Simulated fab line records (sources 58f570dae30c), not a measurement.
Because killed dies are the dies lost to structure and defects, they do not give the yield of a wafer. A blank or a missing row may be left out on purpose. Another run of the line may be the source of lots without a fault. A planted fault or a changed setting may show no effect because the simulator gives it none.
Which tool was responsible? / flow berkeley-cmos170 / 16 lots, 48 wafers sampled, at 5 steps of a route of 331

== WHAT EACH GAUGE READ, for each wafer ==
UCB170_PWELL_OVL_MEAS_13. Usual: PWELL_OVL 2 nm, standard deviation 5.9.
lot=L857; measured=day 3 10:55; on=overlay-02; PWELL_OVL (nm)=0 2 5; flag=
lot=L859; measured=day 3 15:59; on=overlay-01; PWELL_OVL (nm)=-6 -2 -6; flag=
lot=L858; measured=day 3 16:04; on=overlay-02; PWELL_OVL (nm)=7 9 0; flag=
lot=L860; measured=day 3 19:47; on=overlay-01; PWELL_OVL (nm)=-9 -10 -10; flag=
lot=L861; measured=day 4 07:44; on=overlay-02; PWELL_OVL (nm)=8 14 9; flag=
lot=L862; measured=day 4 07:55; on=overlay-01; PWELL_OVL (nm)=6 1 12; flag=
lot=L863; measured=day 4 11:10; on=overlay-02; PWELL_OVL (nm)=4 -2 7; flag=
lot=L864; measured=day 4 15:47; on=overlay-02; PWELL_OVL (nm)=-6 0 3; flag=
lot=L865; measured=day 4 15:55; on=overlay-01; PWELL_OVL (nm)=3 4 10; flag=
lot=L866; measured=day 4 16:13; on=overlay-02; PWELL_OVL (nm)=8 -6 0; flag=
lot=L867; measured=day 5 06:51; on=overlay-01; PWELL_OVL (nm)=0 6 9; flag=
lot=L869; measured=day 5 12:46; on=overlay-01; PWELL_OVL (nm)=0 0 4; flag=
lot=L874; measured=day 6 14:53; on=overlay-02; PWELL_OVL (nm)=-5 -6 -5; flag=
lot=L875; measured=day 6 18:36; on=overlay-01; PWELL_OVL (nm)=4 -3 -4; flag=
lot=L877; measured=day 7 03:03; on=overlay-01; PWELL_OVL (nm)=-3 -3 -1; flag=
lot=L879; measured=day 7 18:40; on=overlay-02; PWELL_OVL (nm)=-4 -7 1; flag=

UCB170_PWELL_TW_MEAS_17. Usual: PWELL_TW 376, standard deviation 3.7.
lot=L857; measured=day 3 11:18; on=film-metro-01; PWELL_TW=375 374 376; flag=
lot=L859; measured=day 3 16:22; on=film-metro-04; PWELL_TW=376 378 379; flag=
lot=L858; measured=day 3 16:28; on=film-metro-01; PWELL_TW=376 375 374; flag=
lot=L860; measured=day 3 20:11; on=film-metro-02; PWELL_TW=381 381 382; flag=
lot=L861; measured=day 4 08:08; on=film-metro-01; PWELL_TW=373 376 376; flag=
lot=L862; measured=day 4 08:18; on=film-metro-01; PWELL_TW=374 373 373; flag=
lot=L863; measured=day 4 11:34; on=film-metro-01; PWELL_TW=374 374 372; flag=
lot=L864; measured=day 4 16:10; on=film-metro-04; PWELL_TW=377 380 380; flag=
lot=L865; measured=day 4 16:19; on=film-metro-04; PWELL_TW=377 376 377; flag=
lot=L866; measured=day 4 16:37; on=film-metro-01; PWELL_TW=373 374 377; flag=
lot=L867; measured=day 5 07:14; on=film-metro-01; PWELL_TW=372 372 372; flag=
lot=L869; measured=day 5 13:09; on=film-metro-01; PWELL_TW=373 371 372; flag=
lot=L874; measured=day 6 15:16; on=film-metro-01; PWELL_TW=371 372 374; flag=
lot=L875; measured=day 6 18:59; on=film-metro-01; PWELL_TW=372 373 373; flag=
lot=L877; measured=day 7 03:27; on=film-metro-01; PWELL_TW=376 376 376; flag=
lot=L879; measured=day 7 19:04; on=film-metro-04; PWELL_TW=379 379 378; flag=

UCB170_ACTIVE_CD_MEAS_13: target cd 1200 nm. Usual: cd-nm at 1200.1 nm, with a standard deviation of 1.5.
lot=L857; measured=day 4 13:05; on=cd-sem-02; cd-nm (nm)=1201.6 1200.4 1200.5; flag=
lot=L859; measured=day 5 01:38; on=cd-sem-02; cd-nm (nm)=1199.2 1198.0 1201.4; flag=
lot=L858; measured=day 5 01:22; on=cd-sem-02; cd-nm (nm)=1199.9 1199.9 1199.6; flag=
lot=L860; measured=day 5 01:47; on=cd-sem-02; cd-nm (nm)=1199.5 1199.1 1200.6; flag=
lot=L861; measured=day 5 10:44; on=cd-sem-02; cd-nm (nm)=1201.0 1201.8 1201.2; flag=
lot=L862; measured=day 5 10:32; on=cd-sem-01; cd-nm (nm)=1202.6 1200.9 1200.6; flag=
lot=L863; measured=day 5 17:44; on=cd-sem-01; cd-nm (nm)=1201.7 1203.1 1201.3; flag=
lot=L864; measured=day 5 17:58; on=cd-sem-01; cd-nm (nm)=1215.9 1214.1 1215.1; flag=OFF
lot=L865; measured=day 5 17:08; on=cd-sem-01; cd-nm (nm)=1217.4 1218.3 1219.0; flag=OFF
lot=L866; measured=day 5 17:26; on=cd-sem-01; cd-nm (nm)=1197.7 1198.9 1198.5; flag=
lot=L867; measured=day 6 11:44; on=cd-sem-02; cd-nm (nm)=1213.3 1213.9 1214.1; flag=OFF
lot=L869; measured=day 6 20:25; on=cd-sem-02; cd-nm (nm)=1206.9 1206.9 1206.8; flag=OFF
lot=L874; measured=day 7 17:22; on=cd-sem-02; cd-nm (nm)=1202.4 1203.7 1202.6; flag=
lot=L875; measured=day 7 23:26; on=cd-sem-01; cd-nm (nm)=1200.9 1202.3 1201.2; flag=
lot=L877; measured=day 8 14:56; on=cd-sem-01; cd-nm (nm)=1200.1 1200.2 1200.1; flag=
lot=L879; measured=day 9 03:55; on=cd-sem-01; cd-nm (nm)=1198.8 1199.6 1199.0; flag=

UCB170_NVT_OVL_MEAS_06. Usual: NVT_OVL -2 nm, standard deviation 6.6.
lot=L857; measured=day 5 21:35; on=overlay-01; NVT_OVL (nm)=-12 -11 -11; flag=
lot=L859; measured=day 6 04:40; on=overlay-02; NVT_OVL (nm)=-11 -5 -1; flag=
lot=L858; measured=day 6 04:38; on=overlay-01; NVT_OVL (nm)=7 5 1; flag=
lot=L860; measured=day 6 04:57; on=overlay-02; NVT_OVL (nm)=-1 -6 -4; flag=
lot=L861; measured=day 6 15:53; on=overlay-01; NVT_OVL (nm)=-3 2 -11; flag=
lot=L862; measured=day 6 15:35; on=overlay-02; NVT_OVL (nm)=2 -4 2; flag=
lot=L863; measured=day 6 22:23; on=overlay-02; NVT_OVL (nm)=-2 9 -5; flag=
lot=L864; measured=day 6 22:38; on=overlay-01; NVT_OVL (nm)=-1 -2 -7; flag=
lot=L865; measured=day 6 22:07; on=overlay-01; NVT_OVL (nm)=-12 -9 -6; flag=
lot=L866; measured=day 6 22:52; on=overlay-02; NVT_OVL (nm)=-7 -4 -1; flag=
lot=L867; measured=day 7 21:04; on=overlay-01; NVT_OVL (nm)=-1 -2 -7; flag=
lot=L869; measured=day 8 01:14; on=overlay-01; NVT_OVL (nm)=-2 -8 -3; flag=
lot=L874; measured=day 9 05:19; on=overlay-01; NVT_OVL (nm)=-3 -2 0; flag=
lot=L875; measured=day 9 08:59; on=overlay-02; NVT_OVL (nm)=-6 -4 -2; flag=
lot=L877; measured=day 9 22:38; on=overlay-01; NVT_OVL (nm)=-10 -3 -10; flag=
lot=L879; measured=day 10 07:26; on=overlay-01; NVT_OVL (nm)=-8 -6 -4; flag=

== WHAT TOOL EACH LOT RAN ON (gives the tool, then ch and the chambers of the sampled wafers, and finally the start) ==
lot=L857; UCB170_ACTIVE_EXPOSE_10=krf-scanner-02 ch 0, day 4 12:41
lot=L859; UCB170_ACTIVE_EXPOSE_10=krf-scanner-02 ch 0, day 5 00:37
lot=L858; UCB170_ACTIVE_EXPOSE_10=krf-scanner-02 ch 0, day 5 00:31
lot=L860; UCB170_ACTIVE_EXPOSE_10=krf-scanner-01 ch 0, day 5 00:53
lot=L861; UCB170_ACTIVE_EXPOSE_10=krf-scanner-01 ch 0, day 5 10:20
lot=L862; UCB170_ACTIVE_EXPOSE_10=krf-scanner-02 ch 0, day 5 10:04
lot=L863; UCB170_ACTIVE_EXPOSE_10=krf-scanner-02 ch 0, day 5 17:06
lot=L864; UCB170_ACTIVE_EXPOSE_10=krf-scanner-01 ch 0, day 5 17:20
lot=L865; UCB170_ACTIVE_EXPOSE_10=krf-scanner-01 ch 0, day 5 16:44
lot=L866; UCB170_ACTIVE_EXPOSE_10=krf-scanner-02 ch 0, day 5 17:02
lot=L867; UCB170_ACTIVE_EXPOSE_10=krf-scanner-01 ch 0, day 6 11:06
lot=L869; UCB170_ACTIVE_EXPOSE_10=krf-scanner-01 ch 0, day 6 20:02
lot=L874; UCB170_ACTIVE_EXPOSE_10=krf-scanner-02 ch 0, day 7 16:58
lot=L875; UCB170_ACTIVE_EXPOSE_10=krf-scanner-02 ch 0, day 7 22:26
lot=L877; UCB170_ACTIVE_EXPOSE_10=krf-scanner-02 ch 0, day 8 14:07
lot=L879; UCB170_ACTIVE_EXPOSE_10=krf-scanner-02 ch 0, day 9 03:31
- UCB170_ACTIVE_EXPOSE_10: exposes mask ACTIVE, target cd 1200 nm.

== WHAT THE TOOLS THEMSELVES READ (means of the sampled wafers that have a number; where no wafer has one, the mark that the record gives instead) ==
UCB170_ACTIVE_EXPOSE_10. Usual: exposure-dose-mJ-cm2 20.005, standard deviation 0.022; focus-offset-nm -0.1 nm, standard deviation 0.55.
lot=L857; tool=krf-scanner-02; exposure-dose-mJ-cm2=19.994; focus-offset-nm (nm)=-0.3; flag=
lot=L859; tool=krf-scanner-02; exposure-dose-mJ-cm2=20.030; focus-offset-nm (nm)=0.1; flag=
lot=L858; tool=krf-scanner-02; exposure-dose-mJ-cm2=19.985; focus-offset-nm (nm)=-0.1; flag=
lot=L860; tool=krf-scanner-01; exposure-dose-mJ-cm2=19.997; focus-offset-nm (nm)=-0.4; flag=
lot=L861; tool=krf-scanner-01; exposure-dose-mJ-cm2=19.988; focus-offset-nm (nm)=0.2; flag=
lot=L862; tool=krf-scanner-02; exposure-dose-mJ-cm2=20.009; focus-offset-nm (nm)=-0.8; flag=
lot=L863; tool=krf-scanner-02; exposure-dose-mJ-cm2=19.991; focus-offset-nm (nm)=-0.3; flag=
lot=L864; tool=krf-scanner-01; exposure-dose-mJ-cm2=18.494; focus-offset-nm (nm)=0.4; flag=OFF
lot=L865; tool=krf-scanner-01; exposure-dose-mJ-cm2=18.064; focus-offset-nm (nm)=0.3; flag=OFF
lot=L866; tool=krf-scanner-02; exposure-dose-mJ-cm2=20.007; focus-offset-nm (nm)=-0.1; flag=
lot=L867; tool=krf-scanner-01; exposure-dose-mJ-cm2=18.793; focus-offset-nm (nm)=-0.7; flag=OFF
lot=L869; tool=krf-scanner-01; exposure-dose-mJ-cm2=19.042; focus-offset-nm (nm)=0.5; flag=OFF
lot=L874; tool=krf-scanner-02; exposure-dose-mJ-cm2=19.998; focus-offset-nm (nm)=-0.1; flag=
lot=L875; tool=krf-scanner-02; exposure-dose-mJ-cm2=19.987; focus-offset-nm (nm)=-0.2; flag=
lot=L877; tool=krf-scanner-02; exposure-dose-mJ-cm2=19.991; focus-offset-nm (nm)=-0.8; flag=
lot=L879; tool=krf-scanner-02; exposure-dose-mJ-cm2=19.990; focus-offset-nm (nm)=-0.2; flag=

== THE ANSWER, worked out from the rows above alone ==
Rule: a lot is off if the mean of its wafers that have a number lies more than 3 standard deviations from the usual mean. A lot without any number at a reading at which 4 lots or more have one is off too. Where the step has rows for the other lots, those lots are counted as sound. The gauges are gone through in route order, then the tools' own readings, and for those a lot's mean is taken as printed above. The first step at which some lot is off is used, and at that step the reading that is off furthest; a lot without a number counts as furthest.
Off at UCB170_ACTIVE_CD_MEAS_13 (cd-nm): L864, L865, L867, L869.
If a tool, at a process step before that reading, ran all the lots that are off and no sound lot after the first of them, it fits. Not tried: the gauges at UCB170_ACTIVE_CD_MEAS_13; whatever is off there is also off at UCB170_ACTIVE_EXPOSE_10, on other tools, and gauge error can't account for it. One candidate fits, namely krf-scanner-01 at UCB170_ACTIVE_EXPOSE_10. A fault onset in the window from L861 (day 5 10:20, its last sound lot) to L865 (day 5 16:44, its first lot off) fits.
The tool's own readings at UCB170_ACTIVE_EXPOSE_10 bear it out: on the lots that are off they differ by more than 5 times the standard deviation of the sound lots' means. exposure-dose-mJ-cm2 reads 18.598 there against 19.997 on the sound lots.

== WHAT THE SIMULATOR HAD PUT IN ==
Drift in process parameters on krf-scanner-01 at UCB170_ACTIVE_EXPOSE_10, starting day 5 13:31. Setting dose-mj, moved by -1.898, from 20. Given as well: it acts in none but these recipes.
Lots struck among those shown: L864, L865, L867, L869. The same result came from the rule above.
